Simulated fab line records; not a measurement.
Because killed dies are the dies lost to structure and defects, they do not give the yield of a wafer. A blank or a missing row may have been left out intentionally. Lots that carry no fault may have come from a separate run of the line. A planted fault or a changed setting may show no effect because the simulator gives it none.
fab line records	flow berkeleyCmos170
record: lots: 16	wafers: 48	lastDay: 11
route steps=331 shown ZERO@13 PWELL@49 WELLDRIVE@57 PFIELD@87
lots that met no fault: taken from a fault-free run of the same line
startH: hours from the record's first day to the start of the lot's first wafer shown	waitH: hours elapsed since this lot's preceding step	" same as the row above	L1.1+2: a row that stands for several wafers	- either no value or no given start	* or withheld: withheld	< > ~ a bound
route shown NAME@n: a module of which the file shows steps, and the number in the route of the first	usual: mean/standard deviation taken from wafers without a fault	same: alike in all rows	chamber/n: place in a boat	sites: each site's reading	_std_site: standard deviation of those values	_edge_site: inner sites' mean taken away from outer sites' mean	radiusMm: how far each site lies from the wafer's centre	mask NAME#n: copy n	behind: tool/chamber where the wafer was last shaped	hold: cause of the lot's hold/its duration in hours/its outcome	device: which transistor (n, p or np) failed to switch	end of line: the tests these same wafers got at the end of their route	a step with no rows: only its recipe	killed: count of dies lost to structure and defects at first sort (not the wafer's yield)	map: a wafer's dies, marking killed ones x, the rest . and places with no die _
set.NAME: the setting that was run; set.NAME@STEP: the one run at that earlier step	model.NAME: the simulator's own value behind a step, which no gauge read
a sample of lots followed through the steps of the route, with each step as a table and each wafer as a row
services: the hour from which a tool's chamber was out of use, counted from the record's first day as startH (under 0 if before that day), plus the number of hours and why
== steps ==
step: UCB170_ZERO_STRIP_07
recipe: chemistry: O2	powerW: 400	pressureMtorr: 3500	platenTempC: withheld	o2FlowSccm: 400	overashFraction: 0.5
usual: drypumpMotorCurrentA: 5.7/0.63	oesProductAu: 0.727/0.0049	stripTimeToEndpointS: 21.49/0.063
lot.wafer	tool	chamber	startH	waitH	drypumpMotorCurrentA	oesProductAu	rfHoursCounterH	stripTimeToEndpointS
L592.2	plasmaAsher-02	0	15.85	0.0	5.2	0.727	25	21.47
L592.3	"	1	"	"	5.4	0.724	-	21.49
L592.5	"	1	"	"	5.4	0.725	-	21.47
L593.3	plasmaAsher-04	0	21.09	0.0	6.6	0.731	-	21.54
L593.4	"	1	"	"	5.6	0.736	-	21.51
L593.5	"	0	"	"	6.6	0.711	-	21.54
L594.2	plasmaAsher-01	0	24.88	0.0	4.9	0.723	33	21.49
L594.3	"	0	"	"	4.9	0.742	-	21.47
L594.5	"	1	"	"	6.6	0.725	-	21.52
L596.1	plasmaAsher-01	1	37.70	0.0	6.6	0.726	35	21.50
L596.3	"	1	"	"	6.6	0.730	-	21.48
L596.5	"	1	"	"	6.6	0.733	-	21.51
L595.1	plasmaAsher-02	1	38.25	0.0	5.4	0.730	28	21.46
L595.3	"	0	"	"	5.2	0.722	-	21.39
L595.5	"	1	"	"	5.4	0.730	-	21.45
L598.2	plasmaAsher-04	1	52.06	0.0	5.6	0.735	36	21.41
L598.4	"	0	"	"	6.6	0.735	-	21.43
L598.6	"	0	"	"	6.6	0.733	-	21.42
L599.1	plasmaAsher-01	1	57.48	0.0	6.6	0.729	37	21.43
L599.2	"	0	"	"	4.9	0.725	37	21.42
L599.6	"	0	"	"	4.9	0.715	-	21.47
L600.1	plasmaAsher-02	1	62.94	0.0	5.4	0.729	30	21.42
L600.3	"	1	"	"	5.4	0.724	-	21.44
L600.5	"	1	"	"	5.4	0.730	-	21.47
L601.3	plasmaAsher-04	0	63.30	0.0	6.6	0.737	-	21.46
L601.4	"	1	"	"	5.6	0.731	-	21.49
L601.6	"	0	"	"	6.6	0.729	-	21.51
L603.3	plasmaAsher-04	0	74.73	0.0	6.6	0.729	-	21.57
L603.5	"	0	"	"	6.6	0.734	-	21.51
L603.6	"	1	"	"	5.6	0.721	-	21.56
L604.1	plasmaAsher-02	0	80.68	0.0	5.2	0.726	32	21.59
L604.2	"	1	"	"	5.4	0.726	32	21.62
L604.4	"	0	"	"	5.3	0.726	-	21.58
L605.2	plasmaAsher-02	0	88.20	0.0	5.2	0.727	33	21.46
L605.3	"	1	"	"	5.4	0.734	-	21.42
L605.4	"	0	"	"	5.2	0.725	-	21.50
L606.1	plasmaAsher-02	1	88.42	0.0	5.4	0.722	33	21.53
L606.2	"	0	"	"	5.2	0.714	33	21.47
L606.3	"	1	"	"	5.4	0.729	-	21.53
L607.1	plasmaAsher-04	0	94.65	0.0	6.6	0.726	41	21.53
L607.2	"	1	"	"	5.6	0.735	41	21.59
L607.5	"	1	"	"	5.5	0.722	-	21.59
L608.1	plasmaAsher-02	0	97.61	0.0	5.2	0.721	34	21.57
L608.3	"	0	"	"	5.2	0.730	-	21.63
L608.4	"	1	"	"	5.4	0.725	-	21.60
L609.1	plasmaAsher-04	1	103.15	0.0	5.5	0.725	42	21.43
L609.4	"	0	"	"	6.6	0.728	-	21.52
L609.6	"	1	"	"	5.5	0.729	-	21.42
step: UCB170_PWELL_IMPLANT_15
recipe: species: B	doseCm2: 5e+12	energyKev: 60	tiltDeg: 7
usual: implantIonAmu: 11/0
lot.wafer	tool	chamber	startH	waitH	implantIonAmu
L592.2	implanter-02	0	43.38	0.1	11
L592.3	"	0	"	"	11
L592.5	"	0	"	"	11
L593.3	implanter-04	0	49.17	0.1	11
L593.4	"	0	"	"	11
L593.5	"	0	"	"	11
L594.2	implanter-03	0	60.34	0.1	11
L594.3	"	0	"	"	11
L594.5	"	0	"	"	11
L596.1	implanter-03	0	66.06	0.1	11
L596.3	"	0	"	"	11
L596.5	"	0	"	"	11
L595.1	implanter-03	0	66.30	0.1	11
L595.3	"	0	"	"	11
L595.5	"	0	"	"	11
L598.2	implanter-04	0	80.94	0.1	11
L598.4	"	0	"	"	11
L598.6	"	0	"	"	11
L601.3	implanter-03	0	93.97	0.1	11
L601.4	"	0	"	"	11
L601.6	"	0	"	"	11
L600.1	implanter-02	0	94.20	0.1	11
L600.3	"	0	"	"	11
L600.5	"	0	"	"	11
L599.1	implanter-04	0	94.28	0.1	11
L599.2	"	0	"	"	11
L599.6	"	0	"	"	11
L604.1	implanter-02	0	111.15	0.1	11
L604.2	"	0	"	"	11
L604.4	"	0	"	"	11
L603.3	implanter-04	0	111.25	0.1	11
L603.5	"	0	"	"	11
L603.6	"	0	"	"	11
L606.1	implanter-04	0	116.40	0.1	11
L606.2	"	0	"	"	11
L606.3	"	0	"	"	11
L605.2	implanter-02	0	116.84	0.1	31
L605.3	"	0	"	"	31
L605.4	"	0	"	"	31
L607.1	implanter-04	0	120.38	0.1	31
L607.2	"	0	"	"	31
L607.5	"	0	"	"	31
L608.1	implanter-04	0	123.95	0.1	31
L608.3	"	0	"	"	31
L608.4	"	0	"	"	31
L609.1	implanter-04	0	134.51	0.1	31
L609.4	"	0	"	"	31
L609.6	"	0	"	"	31
step: UCB170_PWELL_TW_MEAS_17
usual: PWELL_TW: 379/3.4
lot.wafer	tool	chamber	startH	waitH	PWELL_TW
L592.2	filmMetro-02	-	43.61	0.1	378
L592.3	"	-	"	"	376
L592.5	"	-	"	"	377
L593.3	filmMetro-01	-	49.39	0.1	379
L593.4	"	-	"	"	378
L593.5	"	-	"	"	377
L594.2	filmMetro-02	-	60.57	0.1	379
L594.3	"	-	"	"	378
L594.5	"	-	"	"	379
L596.1	filmMetro-02	-	66.31	0.1	378
L596.3	"	-	"	"	378
L596.5	"	-	"	"	378
L595.1	filmMetro-04	-	66.55	0.1	383
L595.3	"	-	"	"	384
L595.5	"	-	"	"	384
L598.2	filmMetro-02	-	81.20	0.1	375
L598.4	"	-	"	"	378
L598.6	"	-	"	"	375
L601.3	filmMetro-04	-	94.19	0.1	386
L601.4	"	-	"	"	384
L601.6	"	-	"	"	385
L600.1	filmMetro-04	-	94.45	0.1	385
L600.3	"	-	"	"	384
L600.5	"	-	"	"	388
L599.1	filmMetro-04	-	94.53	0.1	384
L599.2	"	-	"	"	386
L599.6	"	-	"	"	385
L604.1	filmMetro-02	-	111.40	0.1	377
L604.2	"	-	"	"	376
L604.4	"	-	"	"	375
L603.3	filmMetro-04	-	111.47	0.1	383
L603.5	"	-	"	"	381
L603.6	"	-	"	"	383
L606.1	filmMetro-01	-	116.65	0.1	376
L606.2	"	-	"	"	377
L606.3	"	-	"	"	376
L605.2	filmMetro-02	-	117.07	0.1	807
L605.3	"	-	"	"	803
L605.4	"	-	"	"	802
L607.1	filmMetro-02	-	120.63	0.1	803
L607.2	"	-	"	"	806
L607.5	"	-	"	"	805
L608.1	filmMetro-01	-	124.20	0.1	812
L608.3	"	-	"	"	809
L608.4	"	-	"	"	813
L609.1	filmMetro-01	-	134.76	0.1	813
L609.4	"	-	"	"	807
L609.6	"	-	"	"	809
step: UCB170_WELLDRIVE_THK_MEAS_02
recipe: reads: SiO2_of_WELLDRIVE_OXIDATION_01
usual: WELLDRIVE_OXIDE_THK: 197/4.3
lot.wafer	tool	chamber	startH	waitH	WELLDRIVE_OXIDE_THK[nm]
L592.2	filmMetro-03	-	53.38	0.0	199
L592.3	"	-	"	"	197
L592.5	"	-	"	"	200
L593.3	filmMetro-02	-	61.39	0.0	209
L593.4	"	-	"	"	204
L593.5	"	-	"	"	205
L594.2	filmMetro-02	-	70.88	0.0	199
L594.3	"	-	"	"	197
L594.5	"	-	"	"	198
L595.1	filmMetro-03	-	78.49	0.0	195
L595.3	"	-	"	"	194
L595.5	"	-	"	"	195
L596.1	filmMetro-02	-	78.49	0.0	190
L596.3	"	-	"	"	193
L596.5	"	-	"	"	191
L598.2	filmMetro-03	-	93.03	0.0	196
L598.4	"	-	"	"	196
L598.6	"	-	"	"	194
L599.1	filmMetro-02	-	104.34	0.0	197
L599.2	"	-	"	"	195
L599.6	"	-	"	"	196
L600.1	filmMetro-03	-	104.34	0.0	198
L600.3	"	-	"	"	199
L600.5	"	-	"	"	199
L601.3	filmMetro-01	-	104.37	0.0	199
L601.4	"	-	"	"	199
L601.6	"	-	"	"	203
L604.1	filmMetro-01	-	121.21	0.0	197
L604.2	"	-	"	"	197
L604.4	"	-	"	"	197
L603.3	filmMetro-02	-	121.23	0.0	194
L603.5	"	-	"	"	192
L603.6	"	-	"	"	194
L606.1	filmMetro-03	-	127.29	0.0	191
L606.2	"	-	"	"	196
L606.3	"	-	"	"	191
L608.4	filmMetro-02	-	136.34	0.0	198
L609.6	filmMetro-03	-	145.54	0.1	195
step: UCB170_PFIELD_STRIP_08
recipe: chemistry: O2	powerW: 400	pressureMtorr: 3500	platenTempC: withheld	o2FlowSccm: 400	overashFraction: 0.5
usual: drypumpMotorCurrentA: 5.8/0.67	oesProductAu: 0.734/0.0047	stripTimeToEndpointS: 21.65/0.063
lot.wafer	tool	chamber	startH	waitH	drypumpMotorCurrentA	oesProductAu	rfHoursCounterH	stripTimeToEndpointS
L592.2	plasmaAsher-04	1	72.77	0.1	5.6	0.738	38	21.60
L592.3	"	1	"	"	5.6	0.737	-	21.62
L592.5	"	0	"	"	6.6	0.728	-	21.62
L593.3	plasmaAsher-04	0	79.29	0.1	6.6	0.733	-	21.58
L593.4	"	1	"	"	5.5	0.725	-	21.47
L593.5	"	1	"	"	5.5	0.729	-	21.60
L594.2	plasmaAsher-04	1	96.26	0.1	5.5	0.732	41	21.68
L594.3	"	0	"	"	6.6	0.735	-	21.62
L594.5	"	1	"	"	5.6	0.736	-	21.59
L595.1	plasmaAsher-01	0	98.92	0.1	4.9	0.735	41	21.61
L595.3	"	0	"	"	4.9	0.726	-	21.58
L595.5	"	0	"	"	4.9	0.732	-	21.63
L596.1	plasmaAsher-04	0	99.18	0.1	6.6	0.730	41	21.57
L596.3	"	0	"	"	6.6	0.729	-	21.73
L596.5	"	0	"	"	6.6	0.747	-	21.65
L598.2	plasmaAsher-01	1	111.53	0.1	6.6	0.740	42	21.60
L598.4	"	1	"	"	6.6	0.734	-	21.59
L598.6	"	1	"	"	6.6	0.732	-	21.64
L600.1	plasmaAsher-01	1	120.71	0.1	6.5	0.734	44	21.66
L600.3	"	1	"	"	6.6	0.742	-	21.66
L600.5	"	0	"	"	4.9	0.729	-	21.67
L599.1	plasmaAsher-04	0	120.98	0.1	6.6	0.737	0	21.74
L599.2	"	1	"	"	5.5	0.734	0	21.74
L599.6	"	1	"	"	5.5	0.740	-	21.70
L601.3	plasmaAsher-02	1	121.29	0.1	5.4	0.742	-	21.67
L601.4	"	0	"	"	5.2	0.734	-	21.60
L601.6	"	0	"	"	5.2	0.735	-	21.68
L604.1	plasmaAsher-04	1	141.35	0.1	5.6	0.733	3	21.69
L604.2	"	0	"	"	6.6	0.741	3	21.72
L604.4	"	0	"	"	6.6	0.732	-	21.71
L603.3	plasmaAsher-01	0	141.62	0.1	4.9	0.735	-	21.69
L603.5	"	0	"	"	4.9	0.730	-	21.66
L603.6	"	1	"	"	6.7	0.736	-	21.68
L606.1	plasmaAsher-02	1	147.02	0.1	5.4	0.734	40	21.68
L606.2	"	0	"	"	5.2	0.740	40	21.60
L606.3	"	1	"	"	5.4	0.729	-	21.69
L608.4	plasmaAsher-02	1	153.33	0.1	5.4	0.732	-	21.66
L609.6	plasmaAsher-01	1	165.10	0.1	6.6	0.733	-	21.65
== services ==
tool	chamber	startH	hours	kind
implanter-02	-	-4.13	5.1	repair
implanter-03	-	8.26	5.0	repair
implanter-04	-	9.25	3.3	repair
implanter-03	-	33.07	2.8	repair
implanter-04	-	55.31	17.2	repair
implanter-02	-	61.51	5.1	pm
plasmaAsher-04	-	108.84	9.0	pm
plasmaAsher-04	0	108.84	9.0	ventCycle
plasmaAsher-04	1	108.84	9.0	ventCycle
implanter-03	-	111.10	3.2	pm
plasmaAsher-04	0	117.84	-	clean
plasmaAsher-04	1	117.84	-	clean
plasmaAsher-02	-	150.46	2.8	pm
plasmaAsher-04	-	153.72	8.6	repair
implanter-02	-	161.43	3.1	repair
implanter-02	-	161.94	2.4	repair
== key ==
firstSign: step: UCB170_PWELL_IMPLANT_15	reading: implantIonAmu	direction: up	sigmas: 99+	usual: 11	struck: 31
effect: step: UCB170_PWELL_TW_MEAS_17	reading: PWELL_TW	direction: up	sigmas: 99+	usual: 379	struck: 807
metAt UCB170_PWELL_IMPLANT_15
struckLots L605,L607,L608,L609
laterRowsLeftOut L605.2,L605.3,L605.4,L607.1,L607.2,L607.5,L608.1,L608.3,L609.1,L609.4
sortLeftOut L605.2,L605.3,L605.4,L607.1,L607.2,L607.5,L608.1,L608.3,L608.4,L609.1,L609.4,L609.6
testerLeftOut L605,L607,L608,L609
notActingAt UCB170_ZERO_STRIP_07,UCB170_WELLDRIVE_THK_MEAS_02,UCB170_PFIELD_STRIP_08
onsetBetween 116.40 116.84
fault: kind: wrongRecipeDownload	tool: implanter-02,implanter-03,implanter-04	chamber: -	onsetH: 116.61	steps: UCB170_PWELL_IMPLANT_15	wrongRecipe.notListed: 1
testerLeftOut: of these lots the tester's yield and bins aren't shown, on N5 and GAA mostly nor the transistor test; their killed dies are dies lost to structure and defects alone, not to doping, threshold or leakage, so they don't give the yield
sortLeftOut: the simulated sort isn't trusted on such a fault, so these wafers' sort isn't shown, and their yield isn't known
laterRowsLeftOut: the simulator's readings of these wafers behind a module that went badly wrong aren't trusted and aren't shown, but for the sort
